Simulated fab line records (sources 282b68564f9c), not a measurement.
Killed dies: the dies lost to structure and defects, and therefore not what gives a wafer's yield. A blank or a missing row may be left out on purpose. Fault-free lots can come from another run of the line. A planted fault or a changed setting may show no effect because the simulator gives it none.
What tool caused it? || flow rit cmos || 42 wafers from 14 lots sampled at 2 of the route's 202 steps

WHAT THE GAUGES READ, wafer by wafer
RIT_CONTACT_THK_MEAS_01. Usual: CONTACT_TEOS_THK typically reads 400 nm, with standard deviation 4.9.
{"lot": "L527", "measured": "day 3 17:56", "on": "film metro-01", "CONTACT_TEOS_THK (nm)": "402 411 409", "flag": ""}
{"lot": "L528", "measured": "day 3 21:27", "on": "film metro-01", "CONTACT_TEOS_THK (nm)": "399 403 409", "flag": ""}
{"lot": "L529", "measured": "day 4 00:19", "on": "film metro-04", "CONTACT_TEOS_THK (nm)": "391 395 403", "flag": ""}
{"lot": "L530", "measured": "day 4 07:08", "on": "film metro-01", "CONTACT_TEOS_THK (nm)": "393 392 395", "flag": ""}
{"lot": "L531", "measured": "day 4 10:13", "on": "film metro-04", "CONTACT_TEOS_THK (nm)": "396 405 408", "flag": ""}
{"lot": "L535", "measured": "day 5 03:52", "on": "film metro-03", "CONTACT_TEOS_THK (nm)": "399 406 407", "flag": ""}
{"lot": "L534", "measured": "day 5 04:57", "on": "film metro-03", "CONTACT_TEOS_THK (nm)": "393 397 403", "flag": ""}
{"lot": "L536", "measured": "day 5 12:36", "on": "film metro-03", "CONTACT_TEOS_THK (nm)": "404 400 396", "flag": ""}
{"lot": "L537", "measured": "day 5 17:03", "on": "film metro-03", "CONTACT_TEOS_THK (nm)": "390 394 399", "flag": ""}
{"lot": "L542", "measured": "day 6 12:26", "on": "film metro-01", "CONTACT_TEOS_THK (nm)": "627 408 404", "flag": "OFF"}
{"lot": "L545", "measured": "day 7 07:15", "on": "film metro-03", "CONTACT_TEOS_THK (nm)": "622 396 404", "flag": "OFF"}
{"lot": "L546", "measured": "day 7 14:04", "on": "film metro-04", "CONTACT_TEOS_THK (nm)": "404 395 406", "flag": ""}
{"lot": "L547", "measured": "day 7 18:04", "on": "film metro-04", "CONTACT_TEOS_THK (nm)": "397 396 404", "flag": ""}
{"lot": "L549", "measured": "day 7 23:20", "on": "film metro-03", "CONTACT_TEOS_THK (nm)": "394 389 399", "flag": ""}

EACH LOT AND THE TOOL THAT RAN IT (in order: tool; ch and the chambers of the sampled wafers; start)
{"lot": "L527", "RIT_CONTACT_CVD_00": "pecvd-04 ch 0,1, day 3 17:53"}
{"lot": "L528", "RIT_CONTACT_CVD_00": "pecvd-03 ch 0,1,2, day 3 21:23"}
{"lot": "L529", "RIT_CONTACT_CVD_00": "pecvd-01 ch 0,2, day 4 00:14"}
{"lot": "L530", "RIT_CONTACT_CVD_00": "pecvd-04 ch 0,2, day 4 07:05"}
{"lot": "L531", "RIT_CONTACT_CVD_00": "pecvd-03 ch 0,1,2, day 4 10:10"}
{"lot": "L535", "RIT_CONTACT_CVD_00": "pecvd-03 ch 1,2, day 5 03:47"}
{"lot": "L534", "RIT_CONTACT_CVD_00": "pecvd-01 ch 1,2, day 5 04:53"}
{"lot": "L536", "RIT_CONTACT_CVD_00": "pecvd-04 ch 0,1,2, day 5 12:33"}
{"lot": "L537", "RIT_CONTACT_CVD_00": "pecvd-03 ch 1,2, day 5 16:59"}
{"lot": "L542", "RIT_CONTACT_CVD_00": "pecvd-04 ch 0,1,2, day 6 12:22"}
{"lot": "L545", "RIT_CONTACT_CVD_00": "pecvd-04 ch 0,1, day 7 07:12"}
{"lot": "L546", "RIT_CONTACT_CVD_00": "pecvd-03 ch 0,1,2, day 7 14:00"}
{"lot": "L547", "RIT_CONTACT_CVD_00": "pecvd-01 ch 0,1,2, day 7 18:01"}
{"lot": "L549", "RIT_CONTACT_CVD_00": "pecvd-03 ch 0,2, day 7 23:17"}
- RIT_CONTACT_CVD_00: deposits SiO2 from TEOS, target thk 400 nm, time 61 s.

WHAT THE TOOLS THEMSELVES READ (means of the sampled wafers that have a number; where no wafer has one, the mark that the record gives instead)
RIT_CONTACT_CVD_00. Usual: heater power w 299 W, standard deviation 58; run length s 88.9 s, standard deviation 0.46.
{"lot": "L527", "tool": "pecvd-04", "heater power w (W)": 384, "run length s (s)": 88.9, "flag": ""}
{"lot": "L528", "tool": "pecvd-03", "heater power w (W)": 252, "run length s (s)": 89.3, "flag": ""}
{"lot": "L529", "tool": "pecvd-01", "heater power w (W)": 311, "run length s (s)": 89.1, "flag": ""}
{"lot": "L530", "tool": "pecvd-04", "heater power w (W)": 341, "run length s (s)": 88.7, "flag": ""}
{"lot": "L531", "tool": "pecvd-03", "heater power w (W)": 245, "run length s (s)": 89.0, "flag": ""}
{"lot": "L535", "tool": "pecvd-03", "heater power w (W)": 302, "run length s (s)": 89.5, "flag": ""}
{"lot": "L534", "tool": "pecvd-01", "heater power w (W)": 285, "run length s (s)": 88.9, "flag": ""}
{"lot": "L536", "tool": "pecvd-04", "heater power w (W)": 341, "run length s (s)": 88.4, "flag": ""}
{"lot": "L537", "tool": "pecvd-03", "heater power w (W)": 294, "run length s (s)": 89.2, "flag": ""}
{"lot": "L542", "tool": "pecvd-04", "heater power w (W)": 337, "run length s (s)": 100.1, "flag": "OFF"}
{"lot": "L545", "tool": "pecvd-04", "heater power w (W)": 345, "run length s (s)": 100.5, "flag": "OFF"}
{"lot": "L546", "tool": "pecvd-03", "heater power w (W)": 291, "run length s (s)": 89.4, "flag": ""}
{"lot": "L547", "tool": "pecvd-01", "heater power w (W)": 306, "run length s (s)": 89.1, "flag": ""}
{"lot": "L549", "tool": "pecvd-03", "heater power w (W)": 248, "run length s (s)": 89.1, "flag": ""}

THE ANSWER, worked out from the rows above alone
Rule: a lot is off if the mean of its wafers that have a number lies more than 3 standard deviations from the usual mean. A lot without any number at a reading at which 4 lots or more have one is off too. Any other lot the step has rows for is counted as sound. Order of review: gauges by route order, followed by the tools' own readings, for which a lot's mean as printed above is used. At the first step where some lot is off, the reading lying furthest off is the one used; lots without a number count as furthest.
Off: L542, L545, seen at RIT_CONTACT_THK_MEAS_01 (CONTACT_TEOS_THK).
A tool fits if, at a process step before that reading, it ran every lot that is off, and no sound lot after the first of them. Not tried: the gauges at RIT_CONTACT_THK_MEAS_01; whatever is off there is also off at RIT_CONTACT_CVD_00, on other tools, and gauge error can't account for it. One fits: RIT_CONTACT_CVD_00 on pecvd-04. A fault onset in the window from L536 (day 5 12:33, its last sound lot) to L542 (day 6 12:22, its first lot off) fits.
The tool's own readings at RIT_CONTACT_CVD_00 bear it out: on the lots that are off they differ by more than 5 times the standard deviation of the sound lots' means. run length s reads 100.3 s there against 89.0 s on the sound lots.

WHAT THE SIMULATOR PUT IN
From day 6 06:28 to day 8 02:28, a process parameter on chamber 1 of pecvd-04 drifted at RIT_CONTACT_CVD_00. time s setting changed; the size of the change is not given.
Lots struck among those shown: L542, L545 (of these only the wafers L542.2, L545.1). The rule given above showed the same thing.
